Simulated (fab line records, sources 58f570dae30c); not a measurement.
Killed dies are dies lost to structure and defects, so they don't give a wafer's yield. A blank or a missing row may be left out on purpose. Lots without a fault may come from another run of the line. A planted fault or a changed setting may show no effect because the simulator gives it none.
Tool commonality check | flow berkeley_cmos170 | 14 lots, 42 wafers sampled

WHY IT WAS OPENED
At UCB170_CONTACT_THK_MEAS_02 the reading CONTACT_PSG_THK is flagged on 2 of 14 lots. Wafers without a fault read 699 nm, standard deviation 6.5.
Rule: a lot is flagged when every wafer of it that has a number lies more than 4 standard deviations from that mean, or none has a number. The other lots count as sound.

lot  | measured     | on            | CONTACT_PSG_THK (nm), wafer by wafer | flag
L324 | day 7 02:57  | film_metro-04 | 711 706 709                          |
L325 | day 7 04:24  | film_metro-04 | 698 698 701                          |
L327 | day 7 13:44  | film_metro-03 | 698 695 704                          |
L329 | day 8 01:00  | film_metro-04 | 693 692 692                          |
L331 | day 8 17:29  | film_metro-04 | 687 693 684                          |
L330 | day 8 17:35  | film_metro-01 | 693 693 695                          |
L332 | day 8 20:38  | film_metro-03 | 702 698 701                          |
L333 | day 9 09:05  | film_metro-04 | 697 697 695                          |
L334 | day 9 10:23  | film_metro-01 | 701 695 702                          |
L335 | day 9 18:09  | film_metro-01 | 702 701 698                          |
L337 | day 9 19:55  | film_metro-01 | 696 698 698                          |
L342 | day 11 07:57 | film_metro-01 | 858 859 863                          | FLAGGED
L343 | day 11 13:56 | film_metro-03 | 864 862 860                          | FLAGGED
L346 | day 11 22:08 | film_metro-03 | 709 707 715                          |
The numbers of the flagged lots are 861 nm on average: +162 nm against the usual, or +25 standard deviations.

WHICH TOOL RAN EACH LOT
The record holds 2 process steps before the reading, out of a route of 331 steps. In each cell: the tool, then ch and the chambers that the sampled wafers went through, then the start.
lot  | flag    | UCB170_SILICIDE_RTA_04           | UCB170_CONTACT_CVD_01
L324 |         | rtp_anneal-02 ch 0, day 6 23:56  | lpcvd-02 ch 0, day 7 00:16
L325 |         | rtp_anneal-02 ch 0, day 7 00:25  | lpcvd-01 ch 0, day 7 02:36
L327 |         | rtp_anneal-01 ch 0, day 7 10:57  | lpcvd-02 ch 0, day 7 11:57
L329 |         | rtp_anneal-02 ch 0, day 7 22:52  | lpcvd-01 ch 1, day 7 23:13
L331 |         | rtp_anneal-01 ch 0, day 8 15:25  | lpcvd-01 ch 0, day 8 15:41
L330 |         | rtp_anneal-02 ch 0, day 8 15:29  | lpcvd-02 ch 1, day 8 15:47
L332 |         | rtp_anneal-02 ch 0, day 8 18:35  | lpcvd-01 ch 0, day 8 18:50
L333 |         | rtp_anneal-02 ch 0, day 9 06:38  | lpcvd-02 ch 1, day 9 07:17
L334 |         | rtp_anneal-01 ch 0, day 9 06:49  | lpcvd-01 ch 1, day 9 08:35
L335 |         | rtp_anneal-02 ch 0, day 9 16:02  | lpcvd-02 ch 0, day 9 16:22
L337 |         | rtp_anneal-02 ch 0, day 9 16:25  | lpcvd-02 ch 1, day 9 18:08
L342 | FLAGGED | rtp_anneal-02 ch 0, day 11 05:52 | lpcvd-01 ch 0, day 11 06:10
L343 | FLAGGED | rtp_anneal-01 ch 0, day 11 11:53 | lpcvd-01 ch 1, day 11 12:08
L346 |         | rtp_anneal-02 ch 0, day 11 20:05 | lpcvd-02 ch 1, day 11 20:20
What these steps do:
- UCB170_SILICIDE_RTA_04: time 15 s.
- UCB170_CONTACT_CVD_01: deposits PSG from SiH4/O2/PH3, target thk 700 nm, time 2820 s.
- UCB170_CONTACT_THK_MEAS_02

FLAGGED OVER TOTAL, TOOL BY TOOL (the gauges that took the reading come last)
step                       | tool          | lots run | flagged | share of the flagged lots | sound lots run after its first flagged lot
UCB170_SILICIDE_RTA_04     | rtp_anneal-01 | 4        | 1       | some                      | 0
UCB170_SILICIDE_RTA_04     | rtp_anneal-02 | 10       | 1       | some                      | 1 (L346)
UCB170_CONTACT_CVD_01      | lpcvd-01      | 7        | 2       | all                       | 0
UCB170_CONTACT_CVD_01      | lpcvd-02      | 7        | 0       | none                      | -
UCB170_CONTACT_THK_MEAS_02 | film_metro-01 | 5        | 1       | some                      | 0
UCB170_CONTACT_THK_MEAS_02 | film_metro-03 | 4        | 1       | some                      | 1 (L346)
UCB170_CONTACT_THK_MEAS_02 | film_metro-04 | 5        | 0       | none                      | -

WHAT THE TABLE ALLOWS
1 row of the table ran every flagged lot: lpcvd-01 at UCB170_CONTACT_CVD_01.
- lpcvd-01 at UCB170_CONTACT_CVD_01: 2 of its 7 lots flagged. Its last sound lot is L334 (day 9 08:35), its first flagged lot L342 (day 11 06:10): a fault that began between those two fits. Its own readings lie more than 4 standard deviations out on every wafer of the flagged lots: pressure_mtorr.
One tool is left: lpcvd-01 at UCB170_CONTACT_CVD_01.

WHAT THE SIMULATOR HAD PUT IN
Process parameter drift: lpcvd-01, from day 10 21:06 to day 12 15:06, at UCB170_CONTACT_CVD_01. Setting pressure_mtorr, moved by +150, from 300. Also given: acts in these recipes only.
Lots struck among those shown: L342, L343. The rule above found the same.
